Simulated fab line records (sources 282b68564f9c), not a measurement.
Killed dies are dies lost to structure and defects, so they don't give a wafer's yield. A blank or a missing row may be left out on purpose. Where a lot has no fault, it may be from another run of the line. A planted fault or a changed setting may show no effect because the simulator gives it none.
Check of tool commonality || flow rit-cmos || 15 lots, 45 wafers sampled

== REASON IT WAS OPENED ==
At RIT_SDANNEAL_RS_MEAS_05 the reading NSD_RS is flagged on 3 of 15 lots. Wafers without a fault read 84.63 ohm/sq, standard deviation 0.29.
Rule: a lot gets a flag if all its wafers with a number sit over 4 standard deviations from that mean, or if no wafer of it has a number. All remaining lots are regarded as sound.

{"lot": "L503", "measured": "day 3 12:33", "on": "film-metro-04", "NSD_RS (ohm/sq), wafer by wafer": "84.80 84.77 84.97", "flag": ""}
{"lot": "L506", "measured": "day 4 04:44", "on": "film-metro-01", "NSD_RS (ohm/sq), wafer by wafer": "84.91 84.96 84.89", "flag": ""}
{"lot": "L508", "measured": "day 4 12:20", "on": "film-metro-01", "NSD_RS (ohm/sq), wafer by wafer": "84.86 85.00 84.76", "flag": ""}
{"lot": "L509", "measured": "day 4 18:07", "on": "film-metro-03", "NSD_RS (ohm/sq), wafer by wafer": "84.49 84.30 84.43", "flag": ""}
{"lot": "L510", "measured": "day 5 00:41", "on": "film-metro-04", "NSD_RS (ohm/sq), wafer by wafer": "84.50 84.63 84.43", "flag": ""}
{"lot": "L512", "measured": "day 5 08:25", "on": "film-metro-03", "NSD_RS (ohm/sq), wafer by wafer": "84.35 84.37 84.35", "flag": ""}
{"lot": "L513", "measured": "day 5 13:31", "on": "film-metro-03", "NSD_RS (ohm/sq), wafer by wafer": "81.93 81.67 81.92", "flag": "FLAGGED"}
{"lot": "L514", "measured": "day 5 19:04", "on": "film-metro-04", "NSD_RS (ohm/sq), wafer by wafer": "84.50 84.43 84.60", "flag": ""}
{"lot": "L515", "measured": "day 6 01:41", "on": "film-metro-01", "NSD_RS (ohm/sq), wafer by wafer": "82.31 82.12 82.17", "flag": "FLAGGED"}
{"lot": "L516", "measured": "day 6 05:32", "on": "film-metro-04", "NSD_RS (ohm/sq), wafer by wafer": "81.56 81.68 81.92", "flag": "FLAGGED"}
{"lot": "L517", "measured": "day 6 09:18", "on": "film-metro-04", "NSD_RS (ohm/sq), wafer by wafer": "84.40 84.48 84.23", "flag": ""}
{"lot": "L518", "measured": "day 6 16:58", "on": "film-metro-03", "NSD_RS (ohm/sq), wafer by wafer": "84.86 84.86 84.79", "flag": ""}
{"lot": "L519", "measured": "day 6 21:04", "on": "film-metro-03", "NSD_RS (ohm/sq), wafer by wafer": "84.45 84.12 84.40", "flag": ""}
{"lot": "L522", "measured": "day 7 10:02", "on": "film-metro-01", "NSD_RS (ohm/sq), wafer by wafer": "84.78 84.70 84.51", "flag": ""}
{"lot": "L524", "measured": "day 7 20:01", "on": "film-metro-03", "NSD_RS (ohm/sq), wafer by wafer": "84.85 84.89 84.70", "flag": ""}
On average the flagged lots' numbers are 81.92 ohm/sq, which is -2.71 ohm/sq against the usual, or -9 standard deviations.

== LOT BY LOT: THE TOOL USED ==
The record keeps 1 process step preceding the reading, out of 202 steps on the route. Each cell gives the tool, then ch followed by the chambers the sampled wafers passed through, then the start.
{"lot": "L503", "flag": "", "RIT_NSD_IMPLANT_08": "implanter-04 ch 0, day 3 10:04"}
{"lot": "L506", "flag": "", "RIT_NSD_IMPLANT_08": "implanter-04 ch 0, day 4 02:12"}
{"lot": "L508", "flag": "", "RIT_NSD_IMPLANT_08": "implanter-04 ch 0, day 4 09:50"}
{"lot": "L509", "flag": "", "RIT_NSD_IMPLANT_08": "implanter-03 ch 0, day 4 15:38"}
{"lot": "L510", "flag": "", "RIT_NSD_IMPLANT_08": "implanter-04 ch 0, day 4 21:59"}
{"lot": "L512", "flag": "", "RIT_NSD_IMPLANT_08": "implanter-02 ch 0, day 5 05:55"}
{"lot": "L513", "flag": "FLAGGED", "RIT_NSD_IMPLANT_08": "implanter-04 ch 0, day 5 11:08"}
{"lot": "L514", "flag": "", "RIT_NSD_IMPLANT_08": "implanter-02 ch 0, day 5 16:41"}
{"lot": "L515", "flag": "FLAGGED", "RIT_NSD_IMPLANT_08": "implanter-04 ch 0, day 5 23:07"}
{"lot": "L516", "flag": "FLAGGED", "RIT_NSD_IMPLANT_08": "implanter-04 ch 0, day 6 03:07"}
{"lot": "L517", "flag": "", "RIT_NSD_IMPLANT_08": "implanter-03 ch 0, day 6 06:48"}
{"lot": "L518", "flag": "", "RIT_NSD_IMPLANT_08": "implanter-03 ch 0, day 6 14:32"}
{"lot": "L519", "flag": "", "RIT_NSD_IMPLANT_08": "implanter-02 ch 0, day 6 18:29"}
{"lot": "L522", "flag": "", "RIT_NSD_IMPLANT_08": "implanter-03 ch 0, day 7 07:32"}
{"lot": "L524", "flag": "", "RIT_NSD_IMPLANT_08": "implanter-03 ch 0, day 7 17:39"}
What is done by these steps:
- RIT_NSD_IMPLANT_08
- RIT_SDANNEAL_RS_MEAS_05: measures by four-point-probe.

== FLAGGED AGAINST TOTAL, ONE TOOL AT A TIME (gauges that did the reading follow at the end) ==
{"step": "RIT_NSD_IMPLANT_08", "tool": "implanter-02", "lots run": 3, "flagged": 0, "share of the flagged lots": "none", "sound lots run after its first flagged lot": "-"}
{"step": "RIT_NSD_IMPLANT_08", "tool": "implanter-03", "lots run": 5, "flagged": 0, "share of the flagged lots": "none", "sound lots run after its first flagged lot": "-"}
{"step": "RIT_NSD_IMPLANT_08", "tool": "implanter-04", "lots run": 7, "flagged": 3, "share of the flagged lots": "all", "sound lots run after its first flagged lot": 0}
{"step": "RIT_SDANNEAL_RS_MEAS_05", "tool": "film-metro-01", "lots run": 4, "flagged": 1, "share of the flagged lots": "some", "sound lots run after its first flagged lot": "1 (L522)"}
{"step": "RIT_SDANNEAL_RS_MEAS_05", "tool": "film-metro-03", "lots run": 6, "flagged": 1, "share of the flagged lots": "some", "sound lots run after its first flagged lot": "3 (L518,L519,L524)"}
{"step": "RIT_SDANNEAL_RS_MEAS_05", "tool": "film-metro-04", "lots run": 5, "flagged": 1, "share of the flagged lots": "some", "sound lots run after its first flagged lot": "1 (L517)"}

== WHAT THE TABLE PERMITS ==
All flagged lots share 1 row of the table, namely implanter-04 at RIT_NSD_IMPLANT_08.
- implanter-04 at RIT_NSD_IMPLANT_08 ran 7 lots, 3 of them flagged. Its last sound lot is L510 (day 4 21:59), its first flagged lot L513 (day 5 11:08): a fault that began between those two fits. Its own readings lie more than 4 standard deviations out on every wafer of the flagged lots: dose-ions-cm2.
What remains is a single tool, implanter-04 at RIT_NSD_IMPLANT_08.

== WHAT THE SIMULATOR PUT IN ==
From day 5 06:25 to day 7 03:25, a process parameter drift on implanter-04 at RIT_NSD_IMPLANT_08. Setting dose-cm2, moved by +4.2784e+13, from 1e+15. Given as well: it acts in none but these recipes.
Shown lots that were struck: L513, L515, L516. The rule above reached the same finding.
